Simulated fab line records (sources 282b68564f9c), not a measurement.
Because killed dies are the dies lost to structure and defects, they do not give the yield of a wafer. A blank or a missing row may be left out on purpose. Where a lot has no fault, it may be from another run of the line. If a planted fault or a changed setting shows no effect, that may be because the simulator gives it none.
A single fault, viewed from 2 desks || flow ritCmos || each desk has only its own numbers; what lay behind them comes last

FROM THE METROLOGY DESK
What the gauges read, lot by lot, whatever tool the lot ran on: means of the sampled wafers that have a number. Marked OUT: a lot whose mean sits more than 4 standard deviations from the usual mean, which makes it out of limits; the brackets give that distance.
Columns: A = PSD_TW at RIT_PSD_TW_MEAS_10, usual 3427; B = PSD_RS at RIT_SDANNEAL_RS_MEAS_04, usual 115.77 ohm/sq
{"lot": "L497", "first seen here": "day 3 17:56", "A": 3401, "B": 115.38}
{"lot": "L499", "first seen here": "day 3 23:33", "A": 3403, "B": 115.88}
{"lot": "L498", "first seen here": "day 3 23:50", "A": 3387, "B": 115.70}
{"lot": "L500", "first seen here": "day 4 05:25", "A": 3450, "B": 115.37}
{"lot": "L501", "first seen here": "day 4 08:49", "A": 3361, "B": 115.85}
{"lot": "L504", "first seen here": "day 4 23:04", "A": 3439, "B": 115.63}
{"lot": "L506", "first seen here": "day 5 05:00", "A": 3413, "B": 115.92}
{"lot": "L509", "first seen here": "day 5 17:20", "A": "3200 (-6.0) OUT", "B": "123.47 (+31) OUT"}
{"lot": "L510", "first seen here": "day 5 19:45", "A": "3189 (-6.3) OUT", "B": "123.17 (+30) OUT"}
{"lot": "L511", "first seen here": "day 6 00:47", "A": 3481, "B": 115.83}
{"lot": "L512", "first seen here": "day 6 05:40", "A": 3484, "B": 115.90}
{"lot": "L513", "first seen here": "day 6 10:47", "A": 3486, "B": 115.72}
{"lot": "L518", "first seen here": "day 7 15:10", "A": 3475, "B": 116.05}
{"lot": "L520", "first seen here": "day 8 00:19", "A": 3417, "B": 115.95}
Per this desk, out of limits: L509, L510; the first was L509, day 5 17:20 (PSD_TW at RIT_PSD_TW_MEAS_10). In limits: L497, L499, L498, L500, L501, L504, L506, L511, L512, L513, L518, L520.

TOOL OWNER'S DESK, implanter-02
RIT_PSD_IMPLANT_08, tool's own readings: per-lot mean of the sampled wafers with a number, covering each lot this tool ran. Marked OUT: a lot whose mean sits more than 4 standard deviations from the usual mean, which makes it out of limits; the brackets give that distance.
Columns: A = beamOnS at RIT_PSD_IMPLANT_08, usual 13.7 s; B = doseIonsCm2 at RIT_PSD_IMPLANT_08, usual 5e+15; C = faradayCurrentUA at RIT_PSD_IMPLANT_08, usual 11275
{"lot": "L500", "first seen here": "day 4 05:05", "A": 14.3, "B": 5e+15, "C": 10770}
{"lot": "L501", "first seen here": "day 4 08:29", "A": 14.4, "B": 5e+15, "C": 10758}
{"lot": "L509", "first seen here": "day 5 17:02", "A": "9.9 (-4.0) OUT", "B": "3e+15 (-99 or more) OUT", "C": 8772}
{"lot": "L510", "first seen here": "day 5 19:26", "A": 10.0, "B": "3e+15 (-99 or more) OUT", "C": 8701}
This desk's finding: out of limits on L509, L510; first on L509, day 5 17:02 (beamOnS at RIT_PSD_IMPLANT_08). In limits: L500, L501.

PUT TOGETHER
An alarm could have come from the tool owner's desk at day 5 17:02, on L509, L510.
L509, L510 would have let the metrology desk raise an alarm at day 5 17:20.
Of the lots named, all ran RIT_PSD_IMPLANT_08 on implanter-02.

WHAT HAD BEEN PUT IN BY THE SIMULATOR
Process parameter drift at RIT_PSD_IMPLANT_08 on implanter-02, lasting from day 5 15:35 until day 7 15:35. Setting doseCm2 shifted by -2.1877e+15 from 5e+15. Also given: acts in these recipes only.
Shown lots that were struck: L509, L510.
Time in hours from fault onset to the first out-of-limits reading at each desk: tool owner's desk 1, metrology desk 2.
